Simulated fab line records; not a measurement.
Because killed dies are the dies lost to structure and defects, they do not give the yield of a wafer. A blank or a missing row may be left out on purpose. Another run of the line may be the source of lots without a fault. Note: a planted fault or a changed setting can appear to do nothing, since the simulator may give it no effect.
Which tool was responsible?    flow ritCmos    route of 202 steps, sampled at 1 step: 14 lots, 42 wafers

WHAT THE GAUGES READ, wafer by wafer
No reading from a measuring or inspecting step in the record can be judged against a usual standard deviation.

TOOL THAT RAN EACH LOT (tool first, then ch and the chambers of the sampled wafers, then the start)
lot   RIT_SILICIDE_RTA_06
L175  rtpAnneal-02 ch 0, day 3 02:17
L177  rtpAnneal-02 ch 0, day 3 11:49
L179  rtpAnneal-02 ch 0, day 4 03:02
L180  rtpAnneal-01 ch 0, day 4 09:53
L183  rtpAnneal-02 ch 0, day 5 05:06
L184  rtpAnneal-01 ch 0, day 5 07:58
L185  rtpAnneal-02 ch 0, day 5 10:47
L186  rtpAnneal-01 ch 0, day 5 15:46
L187  rtpAnneal-02 ch 0, day 5 17:52
L188  rtpAnneal-01 ch 0, day 5 21:02
L191  rtpAnneal-02 ch 0, day 6 09:47
L193  rtpAnneal-02 ch 0, day 6 21:46
L196  rtpAnneal-01 ch 0, day 7 12:37
L198  rtpAnneal-01 ch 0, day 8 01:48
- RIT_SILICIDE_RTA_06: time 10 s, ramp up 5 s, ramp down 10 s.

AS READ BY THE TOOLS THEMSELVES (means over the sampled wafers that have a number; for cases with no such wafer, the mark the record gives instead)
RIT_SILICIDE_RTA_06. Usual: wafer_temp_C_max 753.2, standard deviation 1.3.
lot   tool          wafer_temp_C_max  flag
L175  rtpAnneal-02  754.5             
L177  rtpAnneal-02  754.1             
L179  rtpAnneal-02  753.8             
L180  rtpAnneal-01  752.0             
L183  rtpAnneal-02  754.4             
L184  rtpAnneal-01  751.7             
L185  rtpAnneal-02  754.3             
L186  rtpAnneal-01  752.5             
L187  rtpAnneal-02  753.2             
L188  rtpAnneal-01  751.8             
L191  rtpAnneal-02  644.7             OFF
L193  rtpAnneal-02  644.5             OFF
L196  rtpAnneal-01  751.8             
L198  rtpAnneal-01  751.7             

THE ANSWER, worked out from the rows above alone
Rule: a lot counts as off when the mean over its wafers that have a number is more than 3 standard deviations away from the usual mean. Also off: a lot with no number at a reading for which 4 or more lots have one. The other lots that the step has rows for count as sound. First the gauges in route order, then the tools' own readings, where a lot's mean is used as printed above. At the first step where some lot is off, the reading lying furthest off is the one used; lots without a number count as furthest.
Off, at RIT_SILICIDE_RTA_06 on wafer_temp_C_max: L191, L193.
A tool fits if, at that step or a process step before it, it ran every lot that is off, and no sound lot after the first of them. One fits: RIT_SILICIDE_RTA_06 on rtpAnneal-02. Its last sound lot is L187 (day 5 17:52), its first lot that is off L191 (day 6 09:47): a fault that began between those two fits.
On the lots that are off, the tool's own readings at RIT_SILICIDE_RTA_06 differ by more than 5 times the standard deviation of the sound lots' means, which bears it out; wafer_temp_C_max reads 644.6 there versus 753.0 on the sound lots.

WHAT THE SIMULATOR PUT IN
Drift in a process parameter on rtpAnneal-02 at RIT_SILICIDE_RTA_06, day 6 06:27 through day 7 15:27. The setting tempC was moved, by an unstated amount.
Shown lots that were struck: L191, L193. The rule given above showed the same thing.
